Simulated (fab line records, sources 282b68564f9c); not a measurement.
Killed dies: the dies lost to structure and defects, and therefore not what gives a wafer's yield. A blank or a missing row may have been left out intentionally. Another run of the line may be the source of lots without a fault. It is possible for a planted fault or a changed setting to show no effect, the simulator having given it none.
Struck lot and sound lot, side by side | flow rit cmos | 15 out of 202 route steps
Sound: wafers L151.1, L151.3, L151.4. The struck wafers were L158.1, L158.4, L158.5. At the end, the cause is stated.
Order at every step that has rows: each side's tool, ch and its chambers, its first start. Under that, the readings that differ: sound wafers | struck wafers | difference of the means | sigmas: that difference in standard deviations of wafers without a fault.
alike: readings whose means differ by less than 2 such deviations, and words and numbers that are the same on both sides. not compared: withheld readings, readings that some wafer has no value for, bounds like >300 that may hide the same value, and numbers for which the record gives no deviation and whose values overlap.
A row with sigmas, a row that says differs or no value, or rows on one side alone: a step with any of these is where the two part. Numbers that don't overlap but have no deviation are shown without sigmas and don't part them. A reading that every wafer of one side lacks parts them only if that side has two wafers or more.

first, 1 step without rows for these wafers: RIT_FOX2_OXIDATION_00 (target thk 350.7 nm, ox time 1130 s).
RIT_FOX2_THK_MEAS_01:
  struck on film metro-01, day 3 20:22; sound on film metro-02, day 2 05:04
  alike: FOX2_OXIDE_THK
then, 2 steps without rows for these wafers: RIT_FOX2_CLEAN_02 (cleans in dHF, time 180 s); RIT_FOX2_WET_ETCH_03 (etches Si3N4 in H3PO4, target depth 195 nm, time 2700 s).
RIT_FOX2_THK_MEAS_90:
  struck on film metro-01, day 3 21:14; sound on film metro-03, day 2 05:56
  alike: FIELD_OXIDE_LEFT_1_THK
then, 6 steps without rows for these wafers: RIT_NWELL_HMDS_00 (prime time 60 s); RIT_NWELL_COAT_01 (resist thk 1300 nm); RIT_NWELL_SOFTBAKE_02 (time 60 s); RIT_NWELL_EXPOSE_03 (exposes mask M2, target cd 43900 nm); RIT_NWELL_PEB_04; RIT_NWELL_DEVELOP_05 (develop time 68 s).
RIT_NWELL_OVL_MEAS_06:
  struck on overlay-01, day 3 22:26; sound on overlay-01, day 2 06:53
  alike: NWELL_OVL
RIT_NWELL_HARDBAKE_07: time 120 s.
  sound on litho track-01 ch 0, day 2 06:55; struck on litho track-02 ch 0, day 3 22:29
  reading                  | sound                | struck               | difference | sigmas
  heater power total W (W) | 51.94 52.09 51.99    | 52.71 52.55 52.55    | +0.60      | +9
  plate temp C (C)         | 139.89 139.95 140.05 | 141.15 141.08 141.05 | +1.13      | +7
  alike: resist line temp C
then, 1 step without rows for these wafers: RIT_NWELL_IMPLANT_08.
RIT_M1_PROBE_99:
  struck on prober-02, day 5 12:31; sound on prober-02, day 4 00:26
  alike: killed at contacts, killed at front end, killed dies, killed on rim, killed open, killed short

== WHERE THEY PART ==
Only at RIT_NWELL_HARDBAKE_07, as far as this record shows. Later steps at which nothing parts them and some readings are alike: RIT_M1_PROBE_99.

WHY: what the simulator had put in
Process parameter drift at RIT_NWELL_HARDBAKE_07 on litho track-02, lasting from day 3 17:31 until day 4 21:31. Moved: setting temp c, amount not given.
